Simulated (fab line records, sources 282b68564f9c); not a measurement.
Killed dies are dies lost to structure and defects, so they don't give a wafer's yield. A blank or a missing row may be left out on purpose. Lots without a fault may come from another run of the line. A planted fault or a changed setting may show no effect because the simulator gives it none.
Which tool did it? | flow rit_cmos | 13 lots, 39 wafers sampled, at 2 steps of a route of 202

WHAT THE GAUGES READ, wafer by wafer
RIT_GATE_CD_MEAS_16: target cd 150 nm. Usual: cd_nm 150.5 nm, standard deviation 2.5.
lot  | measured    | on        | cd_nm (nm)        | flag
L589 | day 2 19:35 | cd_sem-01 | 154.6 151.2 155.1 |
L593 | day 3 18:49 | cd_sem-01 | 149.2 146.7 147.0 |
L594 | day 3 18:53 | cd_sem-02 | 156.0 152.9 156.4 |
L595 | day 3 20:19 | cd_sem-01 | 147.9 147.1 149.9 |
L596 | day 4 08:41 | cd_sem-01 | 151.9 152.2 152.1 |
L597 | day 4 11:25 | cd_sem-02 | 151.6 151.9 154.1 |
L598 | day 4 16:44 | cd_sem-01 | 150.2 150.5 150.3 |
L600 | day 5 05:51 | cd_sem-01 | 150.0 150.3 150.2 |
L601 | day 5 08:53 | cd_sem-01 | 148.3 150.5 150.1 |
L603 | day 5 15:10 | cd_sem-02 | 126.9 127.1 128.3 | OFF
L604 | day 6 11:52 | cd_sem-02 | 150.2 150.3 148.4 |
L605 | day 6 12:04 | cd_sem-01 | 150.5 150.4 151.4 |
L607 | day 6 19:15 | cd_sem-02 | 148.0 148.1 148.2 |

WHICH TOOL RAN EACH LOT (tool, then ch and the chambers of the sampled wafers, then the start)
lot  | RIT_GATE_EXPOSE_13
L589 | iline_stepper-02 ch 0, day 2 19:11
L593 | iline_stepper-02 ch 0, day 3 18:13
L594 | iline_stepper-01 ch 0, day 3 18:29
L595 | iline_stepper-02 ch 0, day 3 19:53
L596 | iline_stepper-02 ch 0, day 4 08:05
L597 | iline_stepper-01 ch 0, day 4 11:00
L598 | iline_stepper-02 ch 0, day 4 16:20
L600 | iline_stepper-02 ch 0, day 5 05:19
L601 | iline_stepper-01 ch 0, day 5 08:29
L603 | iline_stepper-01 ch 0, day 5 14:41
L604 | iline_stepper-02 ch 0, day 6 11:28
L605 | iline_stepper-01 ch 0, day 6 11:40
L607 | iline_stepper-02 ch 0, day 6 18:51
- RIT_GATE_EXPOSE_13: exposes mask M6, target cd 150 nm.

WHAT THE TOOLS THEMSELVES READ (means of the sampled wafers that have a number; where no wafer has one, the mark that the record gives instead)
RIT_GATE_EXPOSE_13. Usual: focus_offset_nm 0.0 nm, standard deviation 0.48.
lot  | tool             | focus_offset_nm (nm) | flag
L589 | iline_stepper-02 | 0.3                  |
L593 | iline_stepper-02 | -0.2                 |
L594 | iline_stepper-01 | -0.1                 |
L595 | iline_stepper-02 | -0.2                 |
L596 | iline_stepper-02 | 0.2                  |
L597 | iline_stepper-01 | 0.4                  |
L598 | iline_stepper-02 | 1.0                  |
L600 | iline_stepper-02 | -0.4                 |
L601 | iline_stepper-01 | -0.3                 |
L603 | iline_stepper-01 | -0.4                 |
L604 | iline_stepper-02 | -0.0                 |
L605 | iline_stepper-01 | -0.4                 |
L607 | iline_stepper-02 | 0.8                  |

THE ANSWER, worked out from the rows above alone
Rule: a lot is off if the mean of its wafers that have a number lies more than 3 standard deviations from the usual mean. A lot without any number at a reading at which 4 lots or more have one is off too. The other lots that the step has rows for count as sound. The gauges are gone through in route order, then the tools' own readings, and for those a lot's mean is taken as printed above. The first step at which some lot is off is used, and at that step the reading that is off furthest; a lot without a number counts as furthest.
Off: L603, at RIT_GATE_CD_MEAS_16 (cd_nm).
A tool fits if, at a process step before that reading, it ran every lot that is off, and no sound lot after the first of them. The gauges at RIT_GATE_CD_MEAS_16 are tried like those tools. None of those tried fits.

WHAT THE SIMULATOR HAD PUT IN
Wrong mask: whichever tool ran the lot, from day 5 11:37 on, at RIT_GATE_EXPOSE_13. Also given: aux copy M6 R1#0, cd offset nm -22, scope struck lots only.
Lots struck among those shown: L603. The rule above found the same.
